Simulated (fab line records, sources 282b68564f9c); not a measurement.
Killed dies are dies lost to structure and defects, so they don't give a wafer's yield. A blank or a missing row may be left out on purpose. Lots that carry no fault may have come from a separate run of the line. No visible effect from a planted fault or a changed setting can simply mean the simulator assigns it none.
Split-lot trial -- flow ritCmos -- 5 lots, 23 wafers read, on a route of 202 steps

THE SPLIT
At RIT_M1_DEVELOP_08 (develop time 68 s), the setting developTimeS was moved away from the recipe's 68 s on 10 of the 23 wafers read, by -12.1% to +14.5%. This setting was run at the recipe's value on the other wafers.

FROM THE SPLIT TO THE READING: what the file shows between them, 5 steps
- RIT_M1_CD_MEAS_09: target cd 2600 nm
- RIT_M1_HARDBAKE_11: time 120 s
- RIT_M1_METAL_ETCH_12: etches Al in Cl2/BCl3, stops on SiO2, time 165 s, target depth 600 nm
- RIT_M1_STRIP_13: strips in nmp, time 600 s
- RIT_M1_STRIP_14: strips in O2, time 180 s

THE READING
cdNm, in nm, at RIT_M1_CD_MEAS_90 (target cd 2600 nm). A value of 2600.7 nm with a standard deviation of 2.8 nm is what fault-free wafers of this fab line usually give.

wafer,"tool, chamber at the split","developTimeS as run, s",against the recipe,"cdNm, nm",against lot-mates on the recipe
L074.2,"lithoTrack-02, 0",68,recipe,2602.5,-
L074.4,"lithoTrack-02, 0",68,recipe,2599.7,-
L074.5,"lithoTrack-02, 0",68,recipe,2600.8,-
L077.1,"lithoTrack-02, 0",68,recipe,2604.4,-
L077.2,"lithoTrack-02, 0",68,recipe,2602.5,-
L077.3,"lithoTrack-02, 0",77.86,+14.5%,2591.2,-11.5
L077.4,"lithoTrack-02, 0",68,recipe,2601.2,-
L077.6,"lithoTrack-02, 0",77.86,+14.5%,2589.4,-13.3
L079.1,"lithoTrack-02, 0",68,recipe,2598.0,-
L079.2,"lithoTrack-02, 0",59.77,-12.1%,2614.2,+12.8
L079.4,"lithoTrack-02, 0",59.77,-12.1%,2608.8,+7.4
L079.5,"lithoTrack-02, 0",68,recipe,2603.8,-
L079.6,"lithoTrack-02, 0",68,recipe,2602.5,-
L081.1,"lithoTrack-02, 0",77.87,+14.5%,2592.9,-9.4
L081.3,"lithoTrack-02, 0",68,recipe,2599.5,-
L081.4,"lithoTrack-02, 0",68,recipe,2605.1,-
L081.5,"lithoTrack-02, 0",77.87,+14.5%,2589.0,-13.3
L081.6,"lithoTrack-02, 0",77.87,+14.5%,2587.1,-15.2
L083.1,"lithoTrack-02, 0",72.8,+7.1%,2593.0,-2.1
L083.2,"lithoTrack-02, 0",68,recipe,2596.7,-
L083.4,"lithoTrack-02, 0",72.8,+7.1%,2588.4,-6.7
L083.5,"lithoTrack-02, 0",72.8,+7.1%,2595.3,+0.2
L083.6,"lithoTrack-02, 0",68,recipe,2593.6,-

FIT RESULTS
A straight line over all 23 wafers: cdNm changes by -0.819 nm for each +1% of developTimeS; r = -0.89; the points scatter about the line by 3.2 nm.
The same after taking each lot's own level away (the mean of its wafers on the recipe; 23 wafers): -0.825 nm for each +1%; r = -0.93; scatter 2.5 nm.
According to that fit, moving developTimeS by its largest amount changes the reading by 12 nm.
The span of the lots' own levels, 2595.15 to 2602.70 nm, comes to 2.7 times the standard deviation stated above.
The two slopes agree, so the slope changes little with the lot-to-lot level.
Check: for one of the wafers moved furthest among these (+14.5%), held out of the fit, the line's prediction against its lot-mates is -12.1 nm. Against them it came out at -9.4 nm.

THE WHOLE CHAIN: every reading that the file lists as answering this split, in the file's order
step,what it does,reading,change (the file's fit),r (the file's)
RIT_M1_CD_MEAS_09,target cd 2600 nm,cdNm,-0.849 nm for each +1% of the setting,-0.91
RIT_M1_METAL_ETCH_12,"etches Al in Cl2/BCl3, stops on SiO2, time 165 s, target depth 600 nm","M1.cdNm (the simulator's own value, which no gauge read)",-0.822 nm for each +1% of the setting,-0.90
RIT_M1_CD_MEAS_90,target cd 2600 nm,cdNm,-0.82 nm for each +1% of the setting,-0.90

THE FILE'S OWN FIT
cdNm changes by -0.82 nm for each +1% of developTimeS, r = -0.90.
